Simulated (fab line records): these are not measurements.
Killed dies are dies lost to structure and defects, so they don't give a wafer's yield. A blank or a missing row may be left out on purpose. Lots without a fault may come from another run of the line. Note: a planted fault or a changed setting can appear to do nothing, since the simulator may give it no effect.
fab line records	flow ritCmos
[record] lots = 5	wafers = 15	lastDay = 7
route steps=202 shown PSD@150 SDANNEAL@153 NSD@158 PLDD@159 NLDD@160 SILICIDE@161 M1@202
lots that met no fault: from a run of the same line without faults
startH: hours from the record's opening day to when the first of the lot's shown wafers began	waitH: hours from the lot's prior step to this one	" unchanged from the row above	L1.1+2: a row that stands for several wafers	- value missing, or start not given	* or withheld: withheld	< > ~ a bound
route shown NAME@n: a module of which the file shows steps, and the number in the route of the first	usual: the fault-free wafers' mean and standard deviation	same: alike in all rows	chamber/n: place in a boat	sites: per-site readings	_std_site: standard deviation of those values	_edge_site: the outer-site mean with the inner-site mean subtracted	radiusMm: for every site, how far away it sits from the centre of the wafer	mask NAME#n: copy n	behind: tool/chamber where the wafer was last shaped	hold: reason for holding the lot/hours on hold/outcome of the hold	device: whichever transistor did not switch (one of n, p or np)	end of line: at the end of the route, the tests of the same wafers	a step with no rows: only its recipe	killed: the dies lost at the first sort to structure and to defects; this is not the yield of the wafer	map: the dies of a wafer, with x for killed, . for not killed, _ for no die there
set.NAME: setting as actually run; set.NAME@STEP: the setting as run at that earlier step	model.NAME: the simulator's own value behind a step, which no gauge read
lots at selected steps of the route; one table per step, one row per wafer
services: from which hour (startH, from the record's first day; less than 0 if before it) a tool's chamber was out of use, for how many hours, and why
[[steps]]
[step RIT_PSD_IMPLANT_08]
[recipe] species = BF2	energyKev = 27	doseCm2 = 5e+15	tiltDeg = 7
[step RIT_PSD_STRIP_09]
[recipe] chemistry = O2	timeS = 180	resist = NOVOLAK	platenTempC = withheld	powerW = 500	pressureMtorr = 4000	o2FlowSccm = 4000
[usual] drypumpMotorCurrentA = 5.7/0.43	o2FlowSccm = 4000/10	rfReflPowerW = 6.5/1.7
[same] timeS = 180
lot.wafer	tool	chamber	startH	waitH	drypumpMotorCurrentA	o2FlowSccm	rfHoursCounterH	rfReflPowerW
L994.1	plasmaAsher-03	1	71.64	0.1	5.6	4008	43	3.4
L994.3	"	0	"	"	5.6	4002	-	6.9
L994.5	"	1	"	"	5.6	4002	-	3.4
L997.1	plasmaAsher-03	0	86.61	0.1	5.6	4002	45	6.6
L997.2	"	1	"	"	5.6	4000	45	3.5
L997.4	"	1	"	"	5.6	3989	-	3.6
L104.1	plasmaAsher-04	0	126.18	0.1	6.5	3994	48	7.1
L104.4	"	1	"	"	6.1	3999	-	8.9
L104.6	"	1	"	"	6.1	3991	-	9.0
L106.1	plasmaAsher-04	0	135.11	0.1	6.6	4007	49	7.0
L106.4	"	1	"	"	6.1	3998	-	9.1
L106.5	"	0	"	"	6.5	4000	-	7.3
L111.2	plasmaAsher-01	1	161.40	0.1	5.1	4008	37	5.2
L111.3	"	1	"	"	5.1	4005	-	5.2
L111.6	"	1	"	"	5.2	3997	-	5.5
[step RIT_PSD_TW_MEAS_10]
[usual] PSD_TW = 3416/14
lot.wafer	tool	chamber	startH	waitH	PSD_TW
L994.1	filmMetro-03	-	71.81	0.1	3412
L994.3	"	-	"	"	3400
L994.5	"	-	"	"	3418
L997.1	filmMetro-03	-	86.79	0.1	3435
L997.2	"	-	"	"	3436
L997.4	"	-	"	"	3435
L104.1	filmMetro-03	-	126.36	0.1	3412
L104.4	"	-	"	"	3402
L104.6	"	-	"	"	3413
L106.1	filmMetro-02	-	135.29	0.1	3424
L106.4	"	-	"	"	3427
L106.5	"	-	"	"	3441
L111.2	filmMetro-03	-	161.58	0.1	3409
L111.3	"	-	"	"	3395
L111.6	"	-	"	"	3409
[step RIT_SDANNEAL_CLEAN_00]
[recipe] chemistry = SC1	mix = 3:3:50	timeS = 600	tempC = 75
[step RIT_SDANNEAL_CLEAN_01]
[recipe] chemistry = dHF	dilution = 50:1	timeS = 30
[step RIT_SDANNEAL_CLEAN_02]
[recipe] chemistry = SC2	mix = 3:3:50	timeS = 600	tempC = 75	dry = n2Spin
[step RIT_SDANNEAL_RTA_03]
[recipe] tempC = 1050	timeS = 5	idleTempC = 600	rampUpCPerS = 342	rampDownCPerS = 171	coolToC = 600	ambient = N2
[usual] annealTempCMax = 1055.8/1.9	wafer_temp_C_max = 1053.5/1.1
[same] timeS = 5
lot.wafer	tool	chamber	startH	waitH	annealTempCMax	wafer_temp_C_max
L994.1	rtpAnneal-02	0	72.24	0.0	1054.4	1052.9
L994.3	"	0	"	"	1053.9	1053.5
L994.5	"	0	"	"	1053.2	1053.7
L997.1	rtpAnneal-01	0	87.21	0.0	1058.2	1056.1
L997.2	"	0	"	"	1057.3	1052.6
L997.4	"	0	"	"	1057.4	1053.4
L104.1	rtpAnneal-02	0	126.83	0.0	1053.1	1055.6
L104.4	"	0	"	"	1053.8	1051.7
L104.6	"	0	"	"	1054.0	1052.6
L106.1	rtpAnneal-02	0	135.72	0.0	1053.8	1052.3
L106.4	"	0	"	"	1053.6	1056.3
L106.5	"	0	"	"	1054.0	1053.0
L111.2	rtpAnneal-01	0	162.03	0.0	1059.8	1054.6
L111.3	"	0	"	"	1055.7	1056.0
L111.6	"	0	"	"	1058.9	1054.3
[step RIT_SDANNEAL_RS_MEAS_04]
[recipe] thkMeasGauge = four-point-probe
[usual] PSD_RS = 115.9/0.32
lot.wafer	tool	chamber	startH	waitH	PSD_RS[ohm/sq]
L994.1	filmMetro-02	-	72.30	0.0	116.0
L994.3	"	-	"	"	115.5
L994.5	"	-	"	"	115.6
L997.1	filmMetro-04	-	87.27	0.0	116.2
L997.2	"	-	"	"	115.7
L997.4	"	-	"	"	116.1
L104.1	filmMetro-03	-	126.89	0.0	116.0
L104.4	"	-	"	"	116.1
L104.6	"	-	"	"	116.0
L106.1	filmMetro-03	-	135.78	0.0	115.5
L106.4	"	-	"	"	115.6
L106.5	"	-	"	"	115.6
L111.2	filmMetro-02	-	162.10	0.1	115.8
L111.3	"	-	"	"	115.6
L111.6	"	-	"	"	116.2
[step RIT_SDANNEAL_RS_MEAS_05]
[recipe] thkMeasGauge = four-point-probe
[usual] NSD_RS = 84.58/0.27
lot.wafer	tool	chamber	startH	waitH	NSD_RS[ohm/sq]
L994.1	filmMetro-02	-	72.42	0.1	85.06
L994.3	"	-	"	"	85.08
L994.5	"	-	"	"	84.91
L997.1	filmMetro-04	-	87.39	0.1	84.45
L997.2	"	-	"	"	84.36
L997.4	"	-	"	"	84.11
L104.1	filmMetro-03	-	127.01	0.1	84.96
L104.4	"	-	"	"	84.92
L104.6	"	-	"	"	84.95
L106.1	filmMetro-03	-	135.90	0.1	84.70
L106.4	"	-	"	"	84.89
L106.5	"	-	"	"	84.62
L111.2	filmMetro-02	-	162.22	0.1	84.35
L111.3	"	-	"	"	84.38
L111.6	"	-	"	"	84.52
[step RIT_SDANNEAL_RS_MEAS_06]
[recipe] thkMeasGauge = four-point-probe
[usual] PLDD_RS = 178.7/0.56
lot.wafer	tool	chamber	startH	waitH	PLDD_RS[ohm/sq]
L994.1	filmMetro-02	-	72.54	0.1	179.1
L994.3	"	-	"	"	178.8
L994.5	"	-	"	"	178.9
L997.1	filmMetro-04	-	87.51	0.1	178.8
L997.2	"	-	"	"	178.3
L997.4	"	-	"	"	178.6
L104.1	filmMetro-03	-	127.13	0.1	179.5
L104.4	"	-	"	"	179.0
L104.6	"	-	"	"	179.4
L106.1	filmMetro-03	-	136.02	0.1	177.9
L106.4	"	-	"	"	178.2
L106.5	"	-	"	"	178.4
L111.2	filmMetro-02	-	162.34	0.1	178.8
L111.3	"	-	"	"	178.8
L111.6	"	-	"	"	178.9
[step RIT_SDANNEAL_RS_MEAS_07]
[recipe] thkMeasGauge = four-point-probe
[usual] NLDD_RS = 151.7/0.5
lot.wafer	tool	chamber	startH	waitH	NLDD_RS[ohm/sq]
L994.1	filmMetro-02	-	72.66	0.1	151.0
L994.3	"	-	"	"	150.9
L994.5	"	-	"	"	151.6
L997.1	filmMetro-04	-	87.63	0.1	152.4
L997.2	"	-	"	"	152.5
L997.4	"	-	"	"	152.0
L104.1	filmMetro-03	-	127.25	0.1	152.0
L104.4	"	-	"	"	151.8
L104.6	"	-	"	"	151.9
L106.1	filmMetro-03	-	136.14	0.1	151.5
L106.4	"	-	"	"	151.6
L106.5	"	-	"	"	152.4
L111.2	filmMetro-02	-	162.46	0.1	151.8
L111.3	"	-	"	"	151.5
L111.6	"	-	"	"	151.5
[step RIT_SILICIDE_WET_ETCH_00]
[recipe] chemistry = BOE	target = SiO2	targetDepthNm = 14	timeS = 15	dry = n2Spin	dilution = 10:1	tempC = 21.5
[step RIT_SILICIDE_SPUTTER_01]
[recipe] material = Ti	targetThkNm = 30	powerW = 350	chamberPressurePa = 0.667	gas = Ar	timeS = 240	substrateTempC = 25
[usual] throttleValvePct = 30.0/0.98
lot.wafer	tool	chamber	startH	waitH	throttleValvePct	model.Ti_of_SILICIDE_SPUTTER_01.thkNm
L994.1	pvdSputter-03	-	72.79	0.0	32.2	29.72
L994.3	"	-	"	"	29.1	29.93
L994.5	"	-	"	"	30.8	29.99
L997.1	pvdSputter-02	-	87.76	0.0	30.0	32.37
L997.2	"	-	"	"	29.1	30.31
L997.4	"	-	"	"	31.1	29.96
L104.1	pvdSputter-01	-	127.39	0.0	31.0	30.18
L104.4	"	-	"	"	29.1	30.49
L104.6	"	-	"	"	29.1	30.31
L106.1	pvdSputter-01	-	136.27	0.0	30.8	29.97
L106.4	"	-	"	"	30.8	30.13
L106.5	"	-	"	"	31.1	30.02
L111.2	pvdSputter-02	-	162.57	0.0	29.4	30.32
L111.3	"	-	"	"	29.8	29.98
L111.6	"	-	"	"	30.7	30
[step RIT_SILICIDE_RS_MEAS_02]
[recipe] thkMeasGauge = four-point-probe	reads = Ti_of_SILICIDE_SPUTTER_01
[usual] SILICIDE_TI_RS = 47.6/0.67
lot.wafer	tool	chamber	startH	waitH	SILICIDE_TI_RS[ohm/sq]
L994.1	filmMetro-01	-	72.94	0.1	48.5
L994.3	"	-	"	"	48.0
L994.5	"	-	"	"	47.8
L997.1	filmMetro-01	-	87.91	0.1	43.6
L997.2	"	-	"	"	47.2
L997.4	"	-	"	"	48.0
L104.1	filmMetro-01	-	127.54	0.1	47.5
L104.4	"	-	"	"	46.9
L104.6	"	-	"	"	47.3
L106.1	filmMetro-04	-	136.42	0.1	47.9
L106.4	"	-	"	"	47.6
L106.5	"	-	"	"	47.8
L111.2	filmMetro-02	-	162.74	0.1	47.2
L111.3	"	-	"	"	48.0
L111.6	"	-	"	"	47.9
[step RIT_SILICIDE_THK_MEAS_03]
[recipe] thkMeasGauge = xrf	reads = Ti_of_SILICIDE_SPUTTER_01
[usual] SILICIDE_TI_THK = 30.6/0.37
lot.wafer	tool	chamber	startH	waitH	SILICIDE_TI_THK[nm]
L994.1	filmMetro-01	-	73.06	0.1	30.1
L994.3	"	-	"	"	30.5
L994.5	"	-	"	"	30.4
L997.1	filmMetro-01	-	88.03	0.1	32.8
L997.2	"	-	"	"	30.7
L997.4	"	-	"	"	30.3
L104.1	filmMetro-01	-	127.66	0.1	30.8
L104.4	"	-	"	"	31.0
L104.6	"	-	"	"	30.9
L106.1	filmMetro-04	-	136.54	0.1	30.1
L106.4	"	-	"	"	30.5
L106.5	"	-	"	"	30.3
L111.2	filmMetro-02	-	162.85	0.1	30.8
L111.3	"	-	"	"	30.3
L111.6	"	-	"	"	30.4
[step RIT_SILICIDE_RTA_04]
[recipe] tempC = 650	timeS = 10	idleTempC = 25	rampUpS = 5	rampDownS = 5	coolToC = 25	ambient = N2
[usual] annealTempCMax = 653.5/1.2	wafer_temp_C_max = 652.3/0.55
[same] timeS = 10
lot.wafer	tool	chamber	startH	waitH	annealTempCMax	wafer_temp_C_max
L994.1	rtpAnneal-01	0	73.12	0.1	654.2	652.1
L994.3	"	0	"	"	654.1	651.8
L994.5	"	0	"	"	655.0	653.3
L997.1	rtpAnneal-02	0	88.09	0.1	652.1	652.2
L997.2	"	0	"	"	652.5	652.1
L997.4	"	0	"	"	652.9	652.8
L104.1	rtpAnneal-01	0	127.72	0.1	654.8	653.1
L104.4	"	0	"	"	655.3	652.0
L104.6	"	0	"	"	654.8	652.3
L106.1	rtpAnneal-01	0	136.60	0.1	654.6	653.1
L106.4	"	0	"	"	654.9	651.9
L106.5	"	0	"	"	655.2	652.9
L111.2	rtpAnneal-02	0	162.91	0.1	652.8	651.7
L111.3	"	0	"	"	652.8	652.1
L111.6	"	0	"	"	653.4	651.5
[step RIT_M1_PROBE_99]
[usual] killed_at_M0_to_M3 = 0.0/0.083	killedAtContacts = 0.1/0.23	killedAtFrontEnd = 6.7/2.7	killedDies = 6.7/2.7	killedOpen = 3.2/1.8	killedShort = 3.5/1.9
[same] grossDies = 264	killed_at_M4_up = 0	killedAtBackSide = 0	killedAtOther = 0
lot.wafer	tool	chamber	startH	waitH	killed_at_M0_to_M3	killedAtContacts	killedAtFrontEnd	killedDies	killedOpen	killedShort	model.etest.contactNplus.endOhmUm	model.etest.contactPplus.endOhmUm	model.etest.npolyLine.rsOhmSq	model.etest.ppolyLine.rsOhmSq	model.etest.npolySal.rsOhmSq	model.etest.ppolySal.rsOhmSq	model.etest.pplusSal.rsOhmSq	model.etest.nplusSal.rsOhmSq
L994.1	prober-01	-	79.87	0.1	0	0	10	10	5	5	41.39	42.95	17.26	16.55	4.38	4.346	4.338	4.335
L994.3	prober-01	-	79.97	0.2	0	0	9	9	4	5	41.99	42.54	16.98	16.58	4.377	4.321	4.332	4.34
L994.5	prober-01	-	80.07	0.2	1	0	4	5	2	3	41.82	42.85	17.11	16.56	4.336	4.306	4.281	4.278
L997.1	prober-02	-	94.63	0.1	0	1	8	9	5	4	44.19	45.54	16.13	15.62	4.074	4.048	4.039	4.019
L997.2	prober-02	-	94.68	0.1	0	0	6	6	3	3	41.07	43.03	16.89	16.55	4.323	4.301	4.27	4.249
L997.4	prober-02	-	94.78	0.2	0	0	6	6	3	3	39.62	42.5	17.06	16.54	4.397	4.351	4.355	4.312
L104.1	prober-02	-	134.44	0.1	0	0	8	8	3	5	43.54	44.69	16.95	16.52	4.329	4.275	4.282	4.278
L104.4	prober-02	-	134.59	0.2	0	1	9	10	7	3	44.38	44.98	16.95	16.21	4.262	4.205	4.236	4.205
L104.6	prober-02	-	134.69	0.2	0	0	4	4	2	2	43.94	44.06	16.95	16.4	4.3	4.234	4.264	4.242
L106.1	prober-02	-	143.15	0.1	0	0	6	6	5	1	42.41	43.62	17.04	16.62	4.33	4.304	4.348	4.305
L106.4	prober-02	-	143.30	0.2	0	0	6	6	3	3	43.97	43.92	16.91	16.39	4.316	4.295	4.337	4.276
L106.5	prober-02	-	143.35	0.2	0	0	6	6	6	0	41.77	44.09	17.07	16.61	4.333	4.334	4.289	4.29
L111.2	prober-01	-	169.62	0.1	0	0	5	5	2	3	43.32	45.98	16.91	16.32	4.315	4.283	4.273	4.251
L111.3	prober-01	-	169.67	0.2	0	0	10	10	4	6	43.22	44.1	17.13	16.52	4.343	4.327	4.316	4.332
L111.6	prober-01	-	169.82	0.2	0	0	7	7	4	3	41.26	42.89	17.01	16.46	4.351	4.291	4.295	4.305
// killed by level:class
L994.1 FOX1:geometricParticle:short=2 SPACER:geometricParticle:open=2 FOX1:geometricParticle:open=1 REOX:geometricParticle:open=1 REOX:geometricParticle:short=1 SPACER:geometricParticle:short=1 SILICIDE:geometricParticle:short=1 SILICIDE:geometricParticle:open=1
L994.3 SPACER:geometricParticle:short=4 SILICIDE:geometricParticle:open=2 GATE:geometricParticle:open=1 SPACER:geometricParticle:open=1 SILICIDE:geometricParticle:short=1
L994.5 GATE:geometricParticle:short=1 REOX:geometricParticle:open=1 REOX:geometricParticle:short=1 SILICIDE:geometricParticle:open=1 M1:geometricParticle:short=1
L997.1 SILICIDE:geometricParticle:open=3 GATE:geometricParticle:short=1 REOX:geometricParticle:short=1 REOX:geometricParticle:open=1 SPACER:geometricParticle:short=1 SILICIDE:geometricParticle:short=1 CONTACT:geometricParticle:open=1
L997.2 REOX:geometricParticle:open=2 FOX2:geometricParticle:short=1 GATE:geometricParticle:open=1 REOX:geometricParticle:short=1 SILICIDE:geometricParticle:short=1
L997.4 FOX1:geometricParticle:short=2 ACTIVE:geometricParticle:open=1 REOX:geometricParticle:open=1 SPACER:geometricParticle:short=1 SILICIDE:geometricParticle:open=1
L104.1 GATE:geometricParticle:short=4 GATE:geometricParticle:open=2 REOX:geometricParticle:open=1 REOX:geometricParticle:short=1
L104.4 GATE:geometricParticle:short=3 GATE:geometricParticle:open=2 FOX1:geometricParticle:open=1 REOX:geometricParticle:open=1 SPACER:geometricParticle:open=1 SILICIDE:geometricParticle:open=1 CONTACT:geometricParticle:open=1
L104.6 GATE:geometricParticle:short=2 GATE:geometricParticle:open=2
L106.1 GATE:geometricParticle:open=4 FOX2:geometricParticle:open=1 SILICIDE:geometricParticle:short=1
L106.4 ACTIVE:geometricParticle:open=1 FOX2:geometricParticle:short=1 GATE:geometricParticle:open=1 REOX:geometricParticle:short=1 SPACER:geometricParticle:open=1 SILICIDE:geometricParticle:short=1
L106.5 REOX:geometricParticle:open=2 FOX2:geometricParticle:open=1 GATE:geometricParticle:open=1 SPACER:geometricParticle:open=1 SILICIDE:geometricParticle:open=1
L111.2 FOX1:geometricParticle:open=2 FOX1:geometricParticle:short=1 GATE:geometricParticle:short=1 SPACER:geometricParticle:short=1
L111.3 SPACER:geometricParticle:open=3 SPACER:geometricParticle:short=3 GATE:geometricParticle:short=2 FOX1:geometricParticle:open=1 REOX:geometricParticle:short=1
L111.6 FOX1:geometricParticle:open=1 FOX2:geometricParticle:short=1 FOX2:geometricParticle:open=1 GATE:geometricParticle:open=1 GATE:geometricParticle:short=1 REOX:geometricParticle:open=1 SPACER:geometricParticle:short=1
[[services]]
tool	chamber	startH	hours	kind
pvdSputter-02	-	60.53	2.7	repair
pvdSputter-01	-	70.48	3.5	repair
pvdSputter-01	-	76.33	2.2	repair
plasmaAsher-03	-	108.84	9.0	pm
plasmaAsher-03	0	108.84	9.0	ventCycle
plasmaAsher-03	1	108.84	9.0	ventCycle
plasmaAsher-03	0	117.84	-	clean
plasmaAsher-03	1	117.84	-	clean
[[key]]
[firstSign] step = RIT_SILICIDE_RS_MEAS_02	reading = SILICIDE_TI_RS	direction = down	sigmas = 6.1	usual = 47.6	struck = 43.6
[effect] step = RIT_SILICIDE_THK_MEAS_03	reading = SILICIDE_TI_THK	direction = up	sigmas = 6	usual = 30.6	struck = 32.8
[modelEffect] step = RIT_SILICIDE_SPUTTER_01	value = Ti_of_SILICIDE_SPUTTER_01.thkNm	without = 30.04	struck = 32.37
[modelEffect] step = RIT_M1_PROBE_99	value = etest.contactNplus.endOhmUm	without = 40.95	struck = 44.19
metAt RIT_SILICIDE_SPUTTER_01
struckWafers L997.1
testerLeftOut L997
[fault] kind = processParameterDrift	tool = pvdSputter-02	chamber = -	onsetH = 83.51	steps = RIT_SILICIDE_SPUTTER_01	channel = timeS	offset = *	shape = step	endH = 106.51	stated = *	scope = struckWafersOnly
// testerLeftOut: of these lots the tester's yield and bins aren't shown, on N5 and GAA mostly nor the transistor test; their killed dies are dies lost to structure and defects alone, not to doping, threshold or leakage, so they don't give the yield
